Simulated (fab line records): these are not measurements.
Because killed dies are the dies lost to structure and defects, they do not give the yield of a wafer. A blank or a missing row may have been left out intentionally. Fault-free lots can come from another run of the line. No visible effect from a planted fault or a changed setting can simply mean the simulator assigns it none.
Which tool did it? | flow berkeley_cmos170 | 15 lots, 45 wafers sampled, at 3 steps of a route of 331

== WHAT THE GAUGES READ, wafer by wafer ==
UCB170_PFIELD_OVL_MEAS_06. Usual: for PFIELD_OVL the level is -1 nm and the standard deviation is 5.9.
lot  | measured    | on         | PFIELD_OVL (nm) | flag
L574 | day 4 05:21 | overlay-02 | -7 -12 -7       |
L575 | day 4 09:31 | overlay-01 | -8 -14 -19      |
L577 | day 5 00:28 | overlay-02 | 0 1 -6          |
L578 | day 5 04:57 | overlay-01 | -5 -3 -4        |
L581 | day 5 19:58 | overlay-02 | -3 -1 -4        |
L580 | day 5 20:06 | overlay-01 | -4 -7 0         |
L584 | day 6 19:18 | overlay-02 | 16 9 7          |
L587 | day 6 23:52 | overlay-02 | 5 -3 1          |
L586 | day 7 00:02 | overlay-02 | -13 -9 -2       |
L589 | day 7 22:11 | overlay-02 | -2 7 -2         |
L590 | day 7 22:19 | overlay-02 | 1 -5 3          |
L592 | day 8 03:38 | overlay-02 | 8 1 1           |
L595 | day 8 22:28 | overlay-01 | 3 -2 0          |
L596 | day 8 22:54 | overlay-02 | 5 11 0          |
L597 | day 8 23:10 | overlay-02 | -3 -2 3         |

UCB170_V2_CD_MEAS_12: the cd target is 700 nm. Usual: cd_nm 700.5 nm, standard deviation 1.6.
lot  | measured     | on        | cd_nm (nm)        | flag
L574 | day 8 00:54  | cd_sem-01 | 702.2 702.3 702.4 |
L575 | day 7 23:47  | cd_sem-02 | 699.0 697.6 699.3 |
L577 | day 8 16:04  | cd_sem-01 | 703.6 702.6 702.2 |
L578 | day 8 15:46  | cd_sem-02 | 701.8 701.6 701.7 |
L581 | day 9 02:26  | cd_sem-02 | 702.1 700.9 700.7 |
L580 | day 9 02:17  | cd_sem-01 | 699.3 698.5 699.0 |
L584 | day 9 16:59  | cd_sem-02 | 702.1 701.7 703.0 |
L587 | day 10 04:22 | cd_sem-02 | 701.7 701.6 701.7 |
L586 | day 10 02:05 | cd_sem-01 | 699.6 702.9 700.6 |
L589 | day 10 20:50 | cd_sem-02 | 699.5 700.3 700.9 |
L590 | day 10 21:16 | cd_sem-01 | 698.6 697.8 696.2 |
L592 | day 11 08:34 | cd_sem-02 | 698.3 697.8 699.5 |
L595 | day 12 10:30 | cd_sem-01 | 699.5 699.4 700.5 |
L596 | day 12 10:50 | cd_sem-02 | 700.6 699.7 699.5 |
L597 | day 12 11:05 | cd_sem-02 | 701.3 701.2 701.3 |

== TOOL THAT RAN EACH LOT (tool first, then ch and the chambers of the sampled wafers, then the start) ==
lot  | UCB170_M2_STRIP_07
L574 | plasma_asher-02 ch 0,1, day 7 18:58
L575 | plasma_asher-03 ch 0,1, day 7 18:28
L577 | plasma_asher-03 ch 0,1, day 8 11:56
L578 | plasma_asher-02 ch 0,1, day 8 11:50
L581 | plasma_asher-02 ch 0,1, day 8 20:50
L580 | plasma_asher-02 ch 0,1, day 8 20:08
L584 | plasma_asher-01 ch 0,1, day 9 13:14
L587 | plasma_asher-02 ch 0,1, day 10 00:47
L586 | plasma_asher-01 ch 0,1, day 9 21:49
L589 | plasma_asher-02 ch 0,1, day 10 16:02
L590 | plasma_asher-02 ch 0,1, day 10 16:14
L592 | plasma_asher-01 ch 0,1, day 11 04:04
L595 | plasma_asher-01 ch 0,1, day 12 06:07
L596 | plasma_asher-01 ch 0,1, day 12 06:32
L597 | plasma_asher-03 ch 0,1, day 12 06:37
- UCB170_M2_STRIP_07: strips in O2.

== WHAT THE TOOLS THEMSELVES READ (means of the sampled wafers that have a number; where no wafer has one, the mark that the record gives instead) ==
UCB170_M2_STRIP_07. Usual: drypump_motor_current_A 5.7 A, standard deviation 0.35; o2_flow_sccm 400.1 sccm, standard deviation 1.2; oes_product_au 0.734 a.u., standard deviation 0.0047; strip_time_to_endpoint_s 21.95 s, standard deviation 0.06.
lot  | tool            | drypump_motor_current_A (A) | o2_flow_sccm (sccm) | oes_product_au (a.u.) | strip_time_to_endpoint_s (s) | flag
L574 | plasma_asher-02 | 5.6                         | 399.8               | 0.737                 | 21.94                        |
L575 | plasma_asher-03 | 5.6                         | 399.6               | 0.733                 | 22.02                        |
L577 | plasma_asher-03 | 5.5                         | 400.1               | 0.737                 | 21.90                        |
L578 | plasma_asher-02 | 5.5                         | 399.8               | 0.731                 | 21.98                        |
L581 | plasma_asher-02 | 5.5                         | 399.9               | 0.733                 | 21.92                        |
L580 | plasma_asher-02 | 5.5                         | 399.5               | 0.732                 | 22.02                        |
L584 | plasma_asher-01 | 6.3                         | 398.9               | 0.727                 | 21.93                        |
L587 | plasma_asher-02 | 5.4                         | 479.6               | 0.752                 | 21.39                        | OFF
L586 | plasma_asher-01 | 6.1                         | 400.2               | 0.729                 | 21.89                        |
L589 | plasma_asher-02 | 5.5                         | 481.3               | 0.744                 | 21.44                        | OFF
L590 | plasma_asher-02 | 5.6                         | 480.0               | 0.751                 | 21.48                        | OFF
L592 | plasma_asher-01 | 6.1                         | 399.5               | 0.735                 | 22.00                        |
L595 | plasma_asher-01 | 6.3                         | 401.9               | 0.734                 | 22.00                        |
L596 | plasma_asher-01 | 6.1                         | 399.0               | 0.732                 | 21.97                        |
L597 | plasma_asher-03 | 5.6                         | 400.4               | 0.738                 | 21.98                        |

== THE ANSWER, worked out from the rows above alone ==
Rule: lot off if the mean of its wafers having a number is beyond 3 standard deviations from the usual mean. A lot without any number at a reading at which 4 lots or more have one is off too. The other lots that the step has rows for count as sound. First the gauges in route order, then the tools' own readings, where a lot's mean is used as printed above. At the first step where some lot is off, the reading lying furthest off is the one used; lots without a number count as furthest.
Off: L587, L589, L590, at UCB170_M2_STRIP_07 (o2_flow_sccm).
A tool fits if, at that step or a process step before it, it ran every lot that is off, and no sound lot after the first of them. One fits: UCB170_M2_STRIP_07 on plasma_asher-02. Its last sound lot is L581 (day 8 20:50), its first lot that is off L587 (day 10 00:47): a fault that began between those two fits.
The tool's own readings at UCB170_M2_STRIP_07 bear it out: on the lots that are off they differ by more than 5 times the standard deviation of the sound lots' means. o2_flow_sccm reads 480.3 sccm there against 399.9 sccm on the sound lots; oes_product_au reads 0.749 a.u. there against 0.733 a.u. on the sound lots; strip_time_to_endpoint_s reads 21.44 s there against 21.96 s on the sound lots.

== WHAT WAS PUT IN BY THE SIMULATOR ==
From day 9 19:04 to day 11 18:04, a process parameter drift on plasma_asher-02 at UCB170_M2_STRIP_07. Setting o2_flow_sccm, moved by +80, from 400. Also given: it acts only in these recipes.
Shown lots that were struck: L587, L589, L590. The rule given above showed the same thing.
